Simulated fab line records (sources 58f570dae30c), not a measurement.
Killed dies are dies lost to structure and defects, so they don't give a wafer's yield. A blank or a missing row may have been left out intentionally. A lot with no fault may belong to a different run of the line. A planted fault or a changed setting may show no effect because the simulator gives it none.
fab line records ; flow berkeleyCmos170
record: lots: 14; wafers: 42; lastDay: 13
route steps=331 shown NWELL@19 SCREENOX@102 GATE@127
lots that met no fault: from a run of the same line without faults
startH: the number of hours between the record's first day and the start of the first shown wafer of the lot ; waitH: how many hours have passed since the lot's step before this one ; " unchanged from the row above ; L1.1+2: a single row standing in for several wafers ; - either no value or no given start ; * or withheld: withheld ; < > ~ a bound
route shown NAME@n: a module of which the file shows steps, and the number in the route of the first ; usual: mean/standard deviation taken from wafers without a fault ; same: alike in all rows ; chamber/n: place in a boat ; sites: readings site by site ; _std_site: standard deviation of those values ; _edge_site: outer sites' mean less inner sites' ; radiusMm: how far each site lies from the wafer's centre ; mask NAME#n: copy n ; behind: tool/chamber where the wafer was last shaped ; hold: why the lot was held/for how many hours/how that ended ; device: whichever transistor did not switch (one of n, p or np) ; end of line: tests run on the same wafers once the route is complete ; step lacking rows: just its recipe ; killed: the dies lost at the first sort to structure and to defects; this is not the yield of the wafer ; map: the dies of a wafer, with x for killed, . for not killed, _ for no die there
set.NAME: the setting that was run; set.NAME@STEP: the one run at that earlier step ; model.NAME: the simulator's own value behind a step, which no gauge read
a sample of lots followed through the steps of the route, with each step as a table and each wafer as a row
services: when a tool's chamber went out of use (startH, in hours from the record's first day, below 0 if earlier), for how many hours, and the reason
== steps ==
step: UCB170_NWELL_THK_MEAS_05
recipe: reads: Si3N4_of_NWELL_CVD_04
usual: NWELL_NITRIDE_THK: 224.3/2
lot.wafer;tool;chamber;startH;waitH;NWELL_NITRIDE_THK[nm]
L421.1;filmMetro-01;-;38.80;0.0;224.3
L421.2;filmMetro-01;-;38.80;0.0;221.6
L421.5;filmMetro-01;-;38.80;0.0;223.3
L422.3;filmMetro-02;-;38.82;0.0;224.2
L422.5;filmMetro-02;-;38.82;0.0;225.1
L422.6;filmMetro-02;-;38.82;0.0;225.8
L423.2;filmMetro-02;-;46.72;0.0;223.0
L423.3;filmMetro-02;-;46.72;0.0;220.7
L423.6;filmMetro-02;-;46.72;0.0;221.7
L424.1;filmMetro-02;-;51.56;0.0;223.0
L424.2;filmMetro-02;-;51.56;0.0;226.3
L424.4;filmMetro-02;-;51.56;0.0;224.0
L426.1;filmMetro-04;-;57.76;0.0;224.9
L426.2;filmMetro-04;-;57.76;0.0;225.8
L426.5;filmMetro-04;-;57.76;0.0;226.6
L428.2;filmMetro-01;-;66.29;0.0;225.1
L428.3;filmMetro-01;-;66.29;0.0;225.0
L428.5;filmMetro-01;-;66.29;0.0;223.3
L432.3;filmMetro-01;-;84.43;0.0;224.2
L432.5;filmMetro-01;-;84.43;0.0;224.2
L432.6;filmMetro-01;-;84.43;0.0;223.0
L436.1;filmMetro-02;-;111.46;0.0;222.7
L436.4;filmMetro-02;-;111.46;0.0;224.4
L436.5;filmMetro-02;-;111.46;0.0;223.2
L437.3;filmMetro-01;-;111.48;0.0;229.1
L437.4;filmMetro-01;-;111.48;0.0;229.5
L437.5;filmMetro-01;-;111.48;0.0;229.4
L439.3;filmMetro-01;-;126.23;0.0;221.4
L439.5;filmMetro-01;-;126.23;0.0;221.0
L439.6;filmMetro-01;-;126.23;0.0;223.2
L441.1;filmMetro-01;-;137.53;0.0;222.3
L441.2;filmMetro-01;-;137.53;0.0;223.2
L441.6;filmMetro-01;-;137.53;0.0;224.0
L443.1;filmMetro-04;-;147.02;0.0;223.4
L443.4;filmMetro-04;-;147.02;0.0;222.0
L443.5;filmMetro-04;-;147.02;0.0;223.2
L442.3;filmMetro-01;-;147.04;0.0;224.4
L442.5;filmMetro-01;-;147.04;0.0;222.6
L442.6;filmMetro-01;-;147.04;0.0;221.8
L444.1;filmMetro-02;-;157.86;0.0;227.3
L444.3;filmMetro-02;-;157.86;0.0;225.5
L444.4;filmMetro-02;-;157.86;0.0;227.0
step: UCB170_NWELL_OVL_MEAS_12
usual: NWELL_OVL: -5/4.7
lot.wafer;tool;chamber;startH;waitH;NWELL_OVL[nm]
L422.3;overlay-02;-;40.11;-;-4
L422.5;overlay-02;-;40.11;-;-7
L422.6;overlay-02;-;40.11;-;-5
L421.1;overlay-02;-;40.38;-;-11
L421.2;overlay-02;-;40.38;-;-6
L421.5;overlay-02;-;40.38;-;-12
L423.2;overlay-02;-;47.62;-;-7
L423.3;overlay-02;-;47.62;-;-6
L423.6;overlay-02;-;47.62;-;-4
L424.1;overlay-01;-;52.80;-;-9
L424.2;overlay-01;-;52.80;-;-7
L424.4;overlay-01;-;52.80;-;-5
L426.1;overlay-02;-;58.86;-;2
L426.2;overlay-02;-;58.86;-;2
L426.5;overlay-02;-;58.86;-;4
L428.2;overlay-02;-;67.67;-;0
L428.3;overlay-02;-;67.67;-;-1
L428.5;overlay-02;-;67.67;-;1
L432.3;overlay-01;-;85.57;-;-2
L432.5;overlay-01;-;85.57;-;2
L432.6;overlay-01;-;85.57;-;-3
L436.1;overlay-02;-;112.69;-;-8
L436.4;overlay-02;-;112.69;-;-12
L436.5;overlay-02;-;112.69;-;-10
L437.3;overlay-01;-;112.98;-;-5
L437.4;overlay-01;-;112.98;-;-5
L437.5;overlay-01;-;112.98;-;-3
L439.3;overlay-02;-;128.73;-;-12
L439.5;overlay-02;-;128.73;-;-13
L439.6;overlay-02;-;128.73;-;-4
L441.1;overlay-02;-;138.74;-;-6
L441.2;overlay-02;-;138.74;-;-9
L441.6;overlay-02;-;138.74;-;-5
L443.1;overlay-01;-;148.47;-;-3
L443.4;overlay-01;-;148.47;-;-5
L443.5;overlay-01;-;148.47;-;0
L442.3;overlay-02;-;148.94;-;-13
L442.5;overlay-02;-;148.94;-;-15
L442.6;overlay-02;-;148.94;-;-8
L444.1;overlay-01;-;158.92;-;-3
L444.3;overlay-01;-;158.92;-;-5
L444.4;overlay-01;-;158.92;-;-1
step: UCB170_SCREENOX_THK_MEAS_02
recipe: reads: SiO2_of_SCREENOX_OXIDATION_01
usual: SCREENOX_OXIDE_THK: 14.48/0.24
lot.wafer;tool;chamber;startH;waitH;SCREENOX_OXIDE_THK[nm]
L422.3;filmMetro-03;-;120.80;0.0;14.14
L422.5;filmMetro-03;-;120.80;0.0;13.96
L422.6;filmMetro-03;-;120.80;0.0;14.00
L421.1;filmMetro-03;-;120.84;0.1;14.34
L421.2;filmMetro-03;-;120.84;0.1;14.19
L421.5;filmMetro-03;-;120.84;0.1;14.36
L423.2;filmMetro-03;-;128.21;0.0;14.50
L423.3;filmMetro-03;-;128.21;0.0;14.72
L423.6;filmMetro-03;-;128.21;0.0;14.69
L424.1;filmMetro-03;-;139.45;0.0;14.87
L424.2;filmMetro-03;-;139.45;0.0;14.66
L424.4;filmMetro-03;-;139.45;0.0;14.90
L426.1;filmMetro-04;-;139.45;0.0;14.53
L426.2;filmMetro-04;-;139.45;0.0;14.34
L426.5;filmMetro-04;-;139.45;0.0;14.87
L428.2;filmMetro-01;-;153.93;0.0;14.28
L428.3;filmMetro-01;-;153.93;0.0;14.42
L428.5;filmMetro-01;-;153.93;0.0;14.32
L432.3;filmMetro-01;-;170.45;0.0;14.53
L432.5;filmMetro-01;-;170.45;0.0;14.27
L432.6;filmMetro-01;-;170.45;0.0;14.43
L436.1;filmMetro-01;-;198.32;0.0;14.16
L436.4;filmMetro-01;-;198.32;0.0;14.25
L436.5;filmMetro-01;-;198.32;0.0;14.42
L439.3;filmMetro-04;-;198.34;0.0;14.67
L439.5;filmMetro-04;-;198.34;0.0;14.70
L439.6;filmMetro-04;-;198.34;0.0;14.64
L437.3;filmMetro-01;-;198.40;0.1;14.33
L437.4;filmMetro-01;-;198.40;0.1;14.27
L437.5;filmMetro-01;-;198.40;0.1;14.46
L441.1;filmMetro-01;-;224.80;0.0;14.84
L441.2;filmMetro-01;-;224.80;0.0;14.64
L441.6;filmMetro-01;-;224.80;0.0;14.50
L443.1;filmMetro-04;-;224.80;0.0;14.70
L443.4;filmMetro-04;-;224.80;0.0;14.60
L443.5;filmMetro-04;-;224.80;0.0;14.50
L442.3;filmMetro-03;-;224.82;0.0;14.73
L442.5;filmMetro-03;-;224.82;0.0;14.64
L442.6;filmMetro-03;-;224.82;0.0;14.66
L444.1;filmMetro-03;-;239.06;0.0;14.84
L444.3;filmMetro-03;-;239.06;0.0;15.06
L444.4;filmMetro-03;-;239.06;0.0;14.56
step: UCB170_GATE_OXIDATION_01
recipe: tempC: 850; ambient: O2; targetThkA: 66; oxTimeS: 1800
usual: tube_center_temp_C_max: 852.2/0.35
lot.wafer;tool;chamber;startH;waitH;tube_center_temp_C_max
L421.1;furnace-01;0;134.72;3.4;851.9
L421.2;furnace-01;0;134.72;3.4;851.8
L421.5;furnace-01;0;134.72;3.4;851.9
L422.3;furnace-01;0;134.72;3.3;851.9
L422.5;furnace-01;0;134.72;3.3;852.8
L422.6;furnace-01;0;134.72;3.3;852.2
L423.2;furnace-01;0;143.25;4.2;851.9
L423.3;furnace-01;0;143.25;4.2;852.2
L423.6;furnace-01;0;143.25;4.2;852.0
L424.1;furnace-01;0;156.02;5.0;853.0
L424.2;furnace-01;0;156.02;5.0;851.6
L424.4;furnace-01;0;156.02;5.0;852.2
L426.1;furnace-01;0;156.02;4.9;852.2
L426.2;furnace-01;0;156.02;4.9;852.2
L426.5;furnace-01;0;156.02;4.9;852.5
L428.2;furnace-04;0;165.12;1.6;852.0
L428.3;furnace-04;0;165.12;1.6;852.8
L428.5;furnace-04;0;165.12;1.6;852.3
L432.3;furnace-02;0;181.13;1.8;851.8
L432.5;furnace-02;0;181.13;1.8;852.3
L432.6;furnace-02;0;181.13;1.8;852.0
L439.3;furnace-01;0;214.43;5.4;852.1
L439.5;furnace-01;0;214.43;5.4;852.3
L439.6;furnace-01;0;214.43;5.4;852.4
L441.1;furnace-04;0;238.01;4.6;853.2
L441.2;furnace-04;0;238.01;4.6;851.9
L441.6;furnace-04;0;238.01;4.6;852.5
L442.3;furnace-04;0;238.01;4.0;852.1
L442.5;furnace-04;0;238.01;4.0;852.1
L442.6;furnace-04;0;238.01;4.0;852.3
L443.1;furnace-04;0;238.01;3.9;851.7
L443.4;furnace-04;0;238.01;3.9;852.8
L443.5;furnace-04;0;238.01;3.9;852.1
L436.1;furnace-01;0;244.43;36.0;851.8
L436.4;furnace-01;0;244.43;36.0;852.3
L436.5;furnace-01;0;244.43;36.0;852.5
L437.3;furnace-01;0;244.43;35.7;852.9
L437.4;furnace-01;0;244.43;35.7;852.2
L437.5;furnace-01;0;244.43;35.7;852.7
L444.1;furnace-02;0;250.94;2.4;852.3
L444.3;furnace-02;0;250.94;2.4;852.1
L444.4;furnace-02;0;250.94;2.4;851.5
== services ==
tool;chamber;startH;hours;kind
furnace-02;-;143.53;4.3;pm
furnace-04;-;225.47;2.9;pm
== key ==
firstSign: step: UCB170_GATE_OXIDATION_01; reading: waitH; direction: changed
effect none on later readings
metAt UCB170_GATE_OXIDATION_01
struckLots L436,L437
struckWafers L436.1,L436.4,L436.5,L437.3,L437.4,L437.5
sortLeftOut L436.1,L436.4,L436.5
testerLeftOut L436,L437
notActingAt UCB170_NWELL_THK_MEAS_05,UCB170_NWELL_OVL_MEAS_12,UCB170_SCREENOX_THK_MEAS_02
fault: kind: queueTimeViolation; tool: furnace-01,furnace-02,furnace-04; chamber: 0; onsetH: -; steps: UCB170_GATE_OXIDATION_01; delayHr: 30; scope: struckLotsOnly
testerLeftOut: of these lots the tester's yield and bins aren't shown, on N5 and GAA mostly nor the transistor test; their killed dies are dies lost to structure and defects alone, not to doping, threshold or leakage, so they don't give the yield
sortLeftOut: the simulated sort isn't trusted on such a fault, so these wafers' sort isn't shown, and their yield isn't known
